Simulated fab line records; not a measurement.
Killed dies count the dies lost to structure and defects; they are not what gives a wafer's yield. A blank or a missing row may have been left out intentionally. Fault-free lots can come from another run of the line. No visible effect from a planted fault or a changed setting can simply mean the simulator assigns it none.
Which tool was responsible?    flow rit_cmos    Sampling: 13 lots, 39 wafers, 2 of 202 route steps

WHAT THE GAUGES READ, wafer by wafer
RIT_CONTACT_CD_MEAS_08 targets a cd of 1000 nm. Usual: 1000.3 nm for cd_nm, sd 2.2.
lot   measured     on         cd_nm (nm)                                 flag
L632  day 3 05:13  cd_sem-02  1002.6 1002.2 1002.1                       
L633  day 3 12:58  cd_sem-01  1004.9 1004.6 1004.4                       
L634  day 3 15:44  cd_sem-01  999.2 1001.5 1000.3                        
L635  day 3 19:05  cd_sem-02  1000.2 1003.3 1003.8                       
L636  day 4 00:23  cd_sem-01  1001.3 1002.9 1002.4                       
L637  day 4 05:28  cd_sem-01  1000.5 1001.8 1000.3                       
L638  day 4 12:19  cd_sem-02  1004.4 1001.9 1003.9                       
L642  day 5 08:29  cd_sem-01  1002.6 1002.3 1003.5                       
L643  day 5 13:43  cd_sem-02  1000.9 999.5 1002.4                        
L644  day 5 16:40  cd_sem-01  999.6 999.4 999.7                          
L648  day 6 10:51  cd_sem-02  1150.6 1149.8 1150.1 1150.3 1150.2 1150.0  OFF
L649  day 6 17:18  cd_sem-02  999.4 1000.5 998.3                         
L655  day 7 22:16  cd_sem-02  998.1 1001.7 999.0                         

WHAT TOOL EACH LOT RAN ON (gives the tool, then ch and the chambers of the sampled wafers, and finally the start)
lot   RIT_CONTACT_EXPOSE_05
L632  iline_stepper-01 ch 0, day 3 04:32
L633  iline_stepper-02 ch 0, day 3 12:26
L634  iline_stepper-01 ch 0, day 3 15:13
L635  iline_stepper-02 ch 0, day 3 18:34
L636  iline_stepper-01 ch 0, day 3 23:52
L637  iline_stepper-01 ch 0, day 4 04:57
L638  iline_stepper-01 ch 0, day 4 11:47
L642  iline_stepper-02 ch 0, day 5 07:58
L643  iline_stepper-02 ch 0, day 5 13:12
L644  iline_stepper-02 ch 0, day 5 16:04
L648  iline_stepper-02 ch 0, day 6 10:20
L649  iline_stepper-01 ch 0, day 6 16:47
L655  iline_stepper-02 ch 0, day 7 21:43
- RIT_CONTACT_EXPOSE_05: exposes mask M11, target cd 1000 nm.

WHAT THE TOOLS THEMSELVES READ (means of the sampled wafers that have a number; where no wafer has one, the mark that the record gives instead)
RIT_CONTACT_EXPOSE_05. Usual: stage_vel_mm_s 500.01 mm/s, standard deviation 0.23.
lot   tool              stage_vel_mm_s (mm/s)  flag
L632  iline_stepper-01  499.80                 
L633  iline_stepper-02  500.31                 
L634  iline_stepper-01  500.06                 
L635  iline_stepper-02  499.71                 
L636  iline_stepper-01  499.96                 
L637  iline_stepper-01  500.03                 
L638  iline_stepper-01  500.19                 
L642  iline_stepper-02  499.70                 
L643  iline_stepper-02  500.26                 
L644  iline_stepper-02  499.92                 
L648  iline_stepper-02  500.05                 
L649  iline_stepper-01  500.13                 
L655  iline_stepper-02  499.93                 

THE ANSWER, worked out from the rows above alone
Rule: take the mean of a lot's wafers that have a number; if it is more than 3 standard deviations from the usual mean, the lot is off. Also off: a lot with no number at a reading for which 4 or more lots have one. The other lots that the step has rows for count as sound. Order of review: gauges by route order, followed by the tools' own readings, for which a lot's mean as printed above is used. At the first step where some lot is off, the reading lying furthest off is the one used; lots without a number count as furthest.
Off at RIT_CONTACT_CD_MEAS_08 (cd_nm): L648.
If a tool, at a process step before that reading, ran all the lots that are off and no sound lot after the first of them, it fits. Those tools and the gauges at RIT_CONTACT_CD_MEAS_08 are tried in the same way. No candidate that was tried fits.

WHAT THE SIMULATOR PUT IN
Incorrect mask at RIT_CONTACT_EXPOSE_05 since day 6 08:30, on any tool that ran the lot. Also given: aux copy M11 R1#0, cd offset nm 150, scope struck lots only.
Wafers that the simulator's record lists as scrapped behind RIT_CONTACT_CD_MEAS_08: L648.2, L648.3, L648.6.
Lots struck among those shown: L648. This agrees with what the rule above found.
